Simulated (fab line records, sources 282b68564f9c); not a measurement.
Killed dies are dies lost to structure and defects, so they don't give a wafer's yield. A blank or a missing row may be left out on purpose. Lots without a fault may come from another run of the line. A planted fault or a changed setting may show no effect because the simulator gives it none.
A sampling plan put to the test | flow rit_cmos | one fab line, 30 faults that these records tell of, each judged on the records of the lots that it struck
The plan is the line's own looks: the steps of the route at which a gauge or an inspection reads the wafer and doesn't change it. A look can be judged if struck wafers have a number there and the file gives its usual mean and standard deviation on fault-free wafers. Caught: at a look after the fault's first step, the mean of the struck wafers lies 4 or more of those standard deviations (sigma) from the usual mean. On the tool: the same test on the tool's own readings at the fault's steps. Another recipe on the struck wafers, or a record that is blank for them alone, also counts as caught.

THE FAULTS, as the simulator had put them in
1. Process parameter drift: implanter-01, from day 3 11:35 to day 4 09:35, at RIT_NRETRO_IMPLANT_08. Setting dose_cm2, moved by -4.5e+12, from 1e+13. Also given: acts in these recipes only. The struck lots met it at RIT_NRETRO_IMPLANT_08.
2. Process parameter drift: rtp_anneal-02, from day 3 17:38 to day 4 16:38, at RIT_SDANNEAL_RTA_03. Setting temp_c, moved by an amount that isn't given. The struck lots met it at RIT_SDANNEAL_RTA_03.
3. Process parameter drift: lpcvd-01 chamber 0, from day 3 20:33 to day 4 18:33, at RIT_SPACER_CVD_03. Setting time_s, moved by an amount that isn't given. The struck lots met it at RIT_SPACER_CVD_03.
4. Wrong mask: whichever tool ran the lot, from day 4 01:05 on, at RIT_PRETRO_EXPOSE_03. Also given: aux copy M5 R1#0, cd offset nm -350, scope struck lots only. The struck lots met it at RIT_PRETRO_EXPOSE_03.
5. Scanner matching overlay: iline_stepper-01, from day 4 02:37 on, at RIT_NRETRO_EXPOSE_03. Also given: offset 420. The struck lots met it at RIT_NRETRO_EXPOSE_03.
6. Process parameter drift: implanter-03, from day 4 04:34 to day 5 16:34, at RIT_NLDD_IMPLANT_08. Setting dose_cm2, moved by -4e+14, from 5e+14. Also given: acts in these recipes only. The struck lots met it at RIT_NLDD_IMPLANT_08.
7. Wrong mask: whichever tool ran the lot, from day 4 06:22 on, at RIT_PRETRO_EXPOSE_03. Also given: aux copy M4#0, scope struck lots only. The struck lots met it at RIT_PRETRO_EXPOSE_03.
8. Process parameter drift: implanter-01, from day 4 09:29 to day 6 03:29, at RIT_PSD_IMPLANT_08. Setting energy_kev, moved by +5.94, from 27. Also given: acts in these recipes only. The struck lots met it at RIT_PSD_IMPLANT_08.
9. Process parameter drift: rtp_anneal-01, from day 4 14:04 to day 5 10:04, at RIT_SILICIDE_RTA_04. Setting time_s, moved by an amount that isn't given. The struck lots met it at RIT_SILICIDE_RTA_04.
10. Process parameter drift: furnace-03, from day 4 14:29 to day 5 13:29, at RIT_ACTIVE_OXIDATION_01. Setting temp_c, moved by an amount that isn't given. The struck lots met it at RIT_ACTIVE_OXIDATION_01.
11. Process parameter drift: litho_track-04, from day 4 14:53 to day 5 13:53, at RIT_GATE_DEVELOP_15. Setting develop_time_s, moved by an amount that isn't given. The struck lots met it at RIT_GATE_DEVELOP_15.
12. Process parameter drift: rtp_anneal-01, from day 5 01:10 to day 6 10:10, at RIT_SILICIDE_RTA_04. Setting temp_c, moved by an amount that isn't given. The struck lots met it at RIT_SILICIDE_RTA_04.
13. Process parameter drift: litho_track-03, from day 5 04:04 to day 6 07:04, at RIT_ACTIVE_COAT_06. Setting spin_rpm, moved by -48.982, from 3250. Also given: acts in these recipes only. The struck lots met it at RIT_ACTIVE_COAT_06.
14. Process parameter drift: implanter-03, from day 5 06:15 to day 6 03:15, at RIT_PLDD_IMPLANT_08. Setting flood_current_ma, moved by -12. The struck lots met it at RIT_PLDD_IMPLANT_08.
15. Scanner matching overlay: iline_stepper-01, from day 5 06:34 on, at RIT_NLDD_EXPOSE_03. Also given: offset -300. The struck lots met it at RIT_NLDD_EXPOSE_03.
16. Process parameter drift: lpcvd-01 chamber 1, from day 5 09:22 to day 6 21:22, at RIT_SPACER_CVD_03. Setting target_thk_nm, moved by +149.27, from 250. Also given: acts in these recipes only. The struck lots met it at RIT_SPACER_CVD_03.
17. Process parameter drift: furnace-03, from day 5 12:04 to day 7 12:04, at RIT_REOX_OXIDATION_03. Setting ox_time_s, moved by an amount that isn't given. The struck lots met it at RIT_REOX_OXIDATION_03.
18. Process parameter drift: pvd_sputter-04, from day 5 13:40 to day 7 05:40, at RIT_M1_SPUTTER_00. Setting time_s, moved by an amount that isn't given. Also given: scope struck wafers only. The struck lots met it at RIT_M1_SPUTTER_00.
19. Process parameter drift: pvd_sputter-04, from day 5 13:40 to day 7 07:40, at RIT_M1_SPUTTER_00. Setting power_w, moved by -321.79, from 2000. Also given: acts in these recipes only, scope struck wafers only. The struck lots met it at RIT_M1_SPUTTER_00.
20. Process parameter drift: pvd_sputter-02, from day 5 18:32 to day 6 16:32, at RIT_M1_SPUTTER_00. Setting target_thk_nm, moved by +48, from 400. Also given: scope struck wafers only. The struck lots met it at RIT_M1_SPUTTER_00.
21. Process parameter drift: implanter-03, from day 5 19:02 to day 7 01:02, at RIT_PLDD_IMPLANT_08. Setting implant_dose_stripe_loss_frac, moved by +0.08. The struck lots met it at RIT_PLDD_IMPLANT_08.
22. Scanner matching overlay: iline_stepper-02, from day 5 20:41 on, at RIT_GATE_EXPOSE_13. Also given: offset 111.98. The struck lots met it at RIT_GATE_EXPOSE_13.
23. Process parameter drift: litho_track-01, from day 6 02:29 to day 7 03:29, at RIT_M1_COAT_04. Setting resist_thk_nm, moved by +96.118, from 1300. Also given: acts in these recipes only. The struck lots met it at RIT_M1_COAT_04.
24. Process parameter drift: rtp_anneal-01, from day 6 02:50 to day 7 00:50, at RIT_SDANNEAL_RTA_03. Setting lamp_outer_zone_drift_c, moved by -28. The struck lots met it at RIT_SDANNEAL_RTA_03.
25. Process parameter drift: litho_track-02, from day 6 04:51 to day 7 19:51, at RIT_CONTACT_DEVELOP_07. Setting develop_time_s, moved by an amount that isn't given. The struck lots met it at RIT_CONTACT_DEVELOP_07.
26. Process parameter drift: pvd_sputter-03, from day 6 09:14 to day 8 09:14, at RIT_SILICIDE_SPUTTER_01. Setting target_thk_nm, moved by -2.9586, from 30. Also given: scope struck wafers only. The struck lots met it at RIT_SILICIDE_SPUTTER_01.
27. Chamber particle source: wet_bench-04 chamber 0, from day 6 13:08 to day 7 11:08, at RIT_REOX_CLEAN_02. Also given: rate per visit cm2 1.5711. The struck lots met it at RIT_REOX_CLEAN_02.
28. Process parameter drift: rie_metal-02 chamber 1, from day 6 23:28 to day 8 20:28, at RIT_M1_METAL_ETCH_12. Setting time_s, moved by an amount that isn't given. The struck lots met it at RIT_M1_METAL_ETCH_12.
29. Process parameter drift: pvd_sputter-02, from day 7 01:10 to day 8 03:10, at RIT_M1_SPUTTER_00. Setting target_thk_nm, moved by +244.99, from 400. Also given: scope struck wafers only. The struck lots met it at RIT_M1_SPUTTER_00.
30. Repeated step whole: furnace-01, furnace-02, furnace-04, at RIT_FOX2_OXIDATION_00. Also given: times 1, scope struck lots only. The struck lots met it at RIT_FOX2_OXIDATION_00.

WHAT THE PLAN SAW
fault | on the tool itself                     | first look that catches it                      | reading, sigma                              | median hours from its first step to that look | hours from the fault's start to the first struck lot there | judged looks passed uncaught
1     | dose_ions_cm2 -99 or beyond sigma      | RIT_NRETRO_TW_MEAS_10                           | NRETRO_TW -17                               | 0.3                                           | 10                                                         | 0
2     | wafer_temp_C_max +30 sigma             | RIT_SDANNEAL_RS_MEAS_04                         | PSD_RS -72                                  | 0.1                                           | 5                                                          | 0
3     | no reading that can be judged          | RIT_SPACER_THK_MEAS_04                          | SPACER_NITRIDE_THK -15                      | 1.9                                           | 6                                                          | 0
4     | no reading that can be judged          | no look after it can be judged                  | -                                           | -                                             | -                                                          | 0
5     | no reading that can be judged          | RIT_NRETRO_OVL_MEAS_06                          | NRETRO_OVL +99 or beyond                    | 0.4                                           | 15                                                         | 0
6     | dose_ions_cm2 -99 or beyond sigma      | RIT_NLDD_TW_MEAS_10                             | NLDD_TW -41                                 | 0.3                                           | 5                                                          | 0
7     | under 2 sigma                          | RIT_PRETRO_TW_MEAS_10                           | PRETRO_TW -58                               | 1.0                                           | 3                                                          | 0
8     | beam_energy_keV +99 or beyond sigma    | RIT_PSD_TW_MEAS_10                              | PSD_TW +6.8                                 | 0.3                                           | 3                                                          | 0
9     | under 2 sigma                          | none of the 8 looks that can be judged after it | -                                           | -                                             | -                                                          | 8
10    | tube_center_temp_C -99 or beyond sigma | RIT_ACTIVE_THK_MEAS_02                          | ACTIVE_OXIDE_THK -12                        | 1.9                                           | 7                                                          | 0
11    | no reading that can be judged          | RIT_GATE_CD_MEAS_16                             | cd_nm -4.8                                  | 0.8                                           | 1                                                          | 0
12    | wafer_temp_C_max +82 sigma             | no look after it can be judged                  | -                                           | -                                             | -                                                          | 0
13    | spin_speed_rpm -24 sigma               | not the one look that can be judged after it    | -                                           | -                                             | -                                                          | 1
14    | no reading that can be judged          | none of the 5 looks that can be judged after it | -                                           | -                                             | -                                                          | 5
15    | under 2 sigma                          | RIT_NLDD_OVL_MEAS_06                            | NLDD_OVL -99 or beyond                      | 0.4                                           | 6                                                          | 0
16    | under 2 sigma                          | RIT_SPACER_THK_MEAS_04                          | SPACER_NITRIDE_THK +67                      | 1.9                                           | 7                                                          | 0
17    | no reading that can be judged          | RIT_REOX_THK_MEAS_04                            | REOX_OXIDE_THK +17                          | 2.6                                           | 12                                                         | 0
18    | under 2 sigma                          | RIT_M1_RS_MEAS_01                               | M1_AL_RS +9.8                               | 0.3                                           | 5                                                          | 0
19    | cathode_dc_power_W -99 or beyond sigma | RIT_M1_RS_MEAS_01                               | M1_AL_RS +22                                | 0.3                                           | 5                                                          | 0
20    | under 2 sigma                          | RIT_M1_RS_MEAS_01                               | M1_AL_RS -12                                | 0.3                                           | 6                                                          | 0
21    | no reading that can be judged          | RIT_SDANNEAL_RS_MEAS_06                         | PLDD_RS +10                                 | 6.6                                           | 12                                                         | 0
22    | under 2 sigma                          | RIT_GATE_OVL_MEAS_17                            | GATE_OVL +86                                | 0.5                                           | 1                                                          | 0
23    | under 2 sigma                          | not the one look that can be judged after it    | strongest: cd_nm at RIT_M1_CD_MEAS_09, +3.2 | -                                             | -                                                          | 1
24    | under 2 sigma                          | RIT_SDANNEAL_RS_MEAS_04                         | PSD_RS +39                                  | 0.1                                           | 6                                                          | 0
25    | under 2 sigma                          | RIT_CONTACT_CD_MEAS_08                          | cd_nm -4.3                                  | 0.6                                           | 6                                                          | 0
26    | under 2 sigma                          | RIT_SILICIDE_RS_MEAS_02                         | SILICIDE_TI_RS +16                          | 0.2                                           | 3                                                          | 0
27    | no reading that can be judged          | none of the 2 looks that can be judged after it | -                                           | -                                             | -                                                          | 2
28    | run_length_s -99 or beyond sigma       | not the one look that can be judged after it    | strongest: cd_nm at RIT_M1_CD_MEAS_90, +3.5 | -                                             | -                                                          | 1
29    | under 2 sigma                          | RIT_M1_RS_MEAS_01                               | M1_AL_RS -45                                | 0.3                                           | 6                                                          | 0
30    | under 2 sigma                          | RIT_FOX2_THK_MEAS_01                            | FOX2_OXIDE_THK +27                          | 3.9                                           | -                                                          | 0
A dash: the fault isn't caught, or these records don't give the number.

Caught at a look: 22 of 30. Caught on the tool: 9 of 30. By one or the other: 25 of 30.
Caught on the tool alone: faults 12, 13, 28.
Caught at a look alone: faults 3, 5, 7, 11, 15, 16, 17, 18, 20, 21, 22, 24, 25, 26, 29, 30.
Caught by neither: faults 4, 9, 14, 23, 27.

THINNER SAMPLING
If the look that catches a fault measured only every second or every third lot, by lot number, the first struck lot would be measured this late in the worst case:
fault | struck lots at that look, in order of time | every lot | every second lot | every third lot
1     | L326, L327                                 | 10 h      | 16 h             | may miss all 2
2     | L156, L158                                 | 5 h       | may miss all 2   | may miss all 2
3     | L314, L315, L316                           | 6 h       | 7 h              | 13 h
5     | L679, L680                                 | 15 h      | 20 h             | may miss all 2
6     | L723, L725                                 | 5 h       | may miss all 2   | may miss all 2
7     | L956                                       | 3 h       | may miss it      | may miss it
8     | L482, L484                                 | 3 h       | may miss all 2   | may miss all 2
10    | L855, L856, L857                           | 7 h       | 11 h             | 17 h
11    | L567, L568                                 | 1 h       | 5 h              | may miss all 2
15    | L491, L492, L493, L495                     | 6 h       | 16 h             | 18 h
16    | L394                                       | 7 h       | may miss it      | may miss it
17    | L166, L170, L172                           | 12 h      | may miss all 3   | may miss all 3
18    | L239                                       | 5 h       | may miss it      | may miss it
19    | L101, L105                                 | 5 h       | may miss all 2   | may miss all 2
20    | L607, L609                                 | 6 h       | may miss all 2   | may miss all 2
21    | L924, L927                                 | 12 h      | 22 h             | may miss all 2
22    | L633, L635                                 | 1 h       | may miss all 2   | may miss all 2
24    | L846, L848                                 | 6 h       | may miss all 2   | may miss all 2
25    | L876, L883                                 | 6 h       | 37 h             | may miss all 2
26    | L139, L141, L143                           | 3 h       | may miss all 3   | 21 h
29    | L661                                       | 6 h       | may miss it      | may miss it
Hours are from the fault's start to the first struck lot that is measured. The limit of 4 sigma was tested on all struck wafers together, so one lot alone may lie under it. Other struck lots may not be in these records.

THE LONGEST TIMED WAY FROM STEP TO LOOK
Fault 21: a median of 6.6 hours passes between RIT_PLDD_IMPLANT_08 and RIT_SDANNEAL_RS_MEAS_06. No look between them can be judged.
